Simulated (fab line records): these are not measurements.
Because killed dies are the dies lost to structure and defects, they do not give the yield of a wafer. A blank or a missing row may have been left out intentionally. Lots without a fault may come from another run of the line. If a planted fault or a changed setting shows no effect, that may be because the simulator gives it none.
Which of the tools did it? + flow berkeley cmos170 + Sampling: 14 lots, 42 wafers, 3 of 331 route steps

## WHAT EACH GAUGE READ, for each wafer
UCB170_M2_RS_MEAS_02: uses a four-point probe to measure. Usual: M2_AL_RS typically reads 0.0323 ohm/sq, with standard deviation 0.00051.
| lot  | measured     | on            | M2_AL_RS (ohm/sq)    | flag |
|------|--------------|---------------|----------------------|------|
| L832 | day 8 13:02  | film metro-02 | 0.0318 0.0323 0.0318 |      |
| L833 | day 9 05:41  | film metro-01 | 0.0321 0.0322 0.0324 |      |
| L834 | day 9 08:30  | film metro-01 | 0.0327 0.0327 0.0326 |      |
| L836 | day 9 11:03  | film metro-03 | 0.0320 0.0319 0.0322 |      |
| L838 | day 10 11:08 | film metro-01 | 0.0327 0.0326 0.0326 |      |
| L840 | day 10 12:26 | film metro-02 | 0.0301 0.0303 0.0305 | OFF  |
| L839 | day 10 15:05 | film metro-01 | 0.0321 0.0321 0.0319 |      |
| L842 | day 11 00:44 | film metro-03 | 0.0308 0.0305 0.0305 | OFF  |
| L844 | day 11 09:49 | film metro-02 | 0.0321 0.0322 0.0321 |      |
| L845 | day 12 02:20 | film metro-02 | 0.0328 0.0327 0.0328 |      |
| L850 | day 12 23:19 | film metro-01 | 0.0320 0.0319 0.0325 |      |
| L853 | day 13 13:16 | film metro-01 | 0.0322 0.0319 0.0321 |      |
| L851 | day 13 13:36 | film metro-02 | 0.0322 0.0323 0.0324 |      |
| L854 | day 13 23:14 | film metro-03 | 0.0326 0.0330 0.0327 |      |

UCB170_M2_THK_MEAS_03: measures by xrf. Usual: M2_AL_THK typically reads 904 nm, with standard deviation 14.
| lot  | measured     | on            | M2_AL_THK (nm) | flag |
|------|--------------|---------------|----------------|------|
| L832 | day 8 13:09  | film metro-02 | 914 903 921    |      |
| L833 | day 9 05:48  | film metro-01 | 911 905 902    |      |
| L834 | day 9 08:35  | film metro-01 | 886 888 892    |      |
| L836 | day 9 11:10  | film metro-03 | 907 907 900    |      |
| L838 | day 10 11:14 | film metro-01 | 891 897 892    |      |
| L840 | day 10 12:34 | film metro-02 | 970 960 961    | OFF  |
| L839 | day 10 15:12 | film metro-01 | 905 910 918    |      |
| L842 | day 11 00:52 | film metro-03 | 938 950 949    |      |
| L844 | day 11 09:56 | film metro-02 | 904 898 913    |      |
| L845 | day 12 02:28 | film metro-02 | 890 894 892    |      |
| L850 | day 12 23:25 | film metro-01 | 912 911 898    |      |
| L853 | day 13 13:22 | film metro-01 | 909 916 911    |      |
| L851 | day 13 13:43 | film metro-02 | 914 903 905    |      |
| L854 | day 13 23:21 | film metro-03 | 896 887 889    |      |

## TOOL THAT RAN EACH LOT (tool first, then ch and the chambers of the sampled wafers, then the start)
| lot  | UCB170_M2_SPUTTER_01         |
|------|------------------------------|
| L832 | pvd sputter-02, day 8 12:56  |
| L833 | pvd sputter-03, day 9 05:35  |
| L834 | pvd sputter-02, day 9 08:21  |
| L836 | pvd sputter-03, day 9 10:56  |
| L838 | pvd sputter-02, day 10 11:02 |
| L840 | pvd sputter-03, day 10 12:22 |
| L839 | pvd sputter-01, day 10 15:00 |
| L842 | pvd sputter-03, day 11 00:39 |
| L844 | pvd sputter-01, day 11 09:43 |
| L845 | pvd sputter-02, day 12 02:15 |
| L850 | pvd sputter-01, day 12 23:11 |
| L853 | pvd sputter-02, day 13 13:09 |
| L851 | pvd sputter-03, day 13 13:30 |
| L854 | pvd sputter-01, day 13 23:08 |
- UCB170_M2_SPUTTER_01: material Al, target thk 900 nm, time 120 s.

## WHAT THE TOOLS THEMSELVES READ (means of the sampled wafers that have a number; where no wafer has one, the mark that the record gives instead)
UCB170_M2_SPUTTER_01. Usual: 30.0 % for throttle valve pct, sd 1.1.
| lot  | tool           | throttle valve pct (%) | flag |
|------|----------------|------------------------|------|
| L832 | pvd sputter-02 | 30.4                   |      |
| L833 | pvd sputter-03 | 29.9                   |      |
| L834 | pvd sputter-02 | 29.7                   |      |
| L836 | pvd sputter-03 | 30.0                   |      |
| L838 | pvd sputter-02 | 30.3                   |      |
| L840 | pvd sputter-03 | 30.1                   |      |
| L839 | pvd sputter-01 | 30.4                   |      |
| L842 | pvd sputter-03 | 30.1                   |      |
| L844 | pvd sputter-01 | 29.3                   |      |
| L845 | pvd sputter-02 | 30.2                   |      |
| L850 | pvd sputter-01 | 30.0                   |      |
| L853 | pvd sputter-02 | 31.1                   |      |
| L851 | pvd sputter-03 | 30.9                   |      |
| L854 | pvd sputter-01 | 29.5                   |      |

## THE ANSWER, worked out from the rows above alone
Rule: lot off if the mean of its wafers having a number is beyond 3 standard deviations from the usual mean. A lot without any number at a reading at which 4 lots or more have one is off too. Where the step has rows for the other lots, those lots are counted as sound. After the gauges, taken in route order, come the tools' own readings; for these a lot's mean is taken, as printed above. The first step at which some lot is off is used, and at that step the reading that is off furthest; a lot without a number counts as furthest.
Off: L840, L842, at UCB170_M2_RS_MEAS_02 (M2_AL_RS).
A tool fits if, at a process step before that reading, it ran every lot that is off, and no sound lot after the first of them. The gauges at UCB170_M2_RS_MEAS_02 are tried like those tools. Of those tried, none fits.

## WHAT HAD BEEN PUT IN BY THE SIMULATOR
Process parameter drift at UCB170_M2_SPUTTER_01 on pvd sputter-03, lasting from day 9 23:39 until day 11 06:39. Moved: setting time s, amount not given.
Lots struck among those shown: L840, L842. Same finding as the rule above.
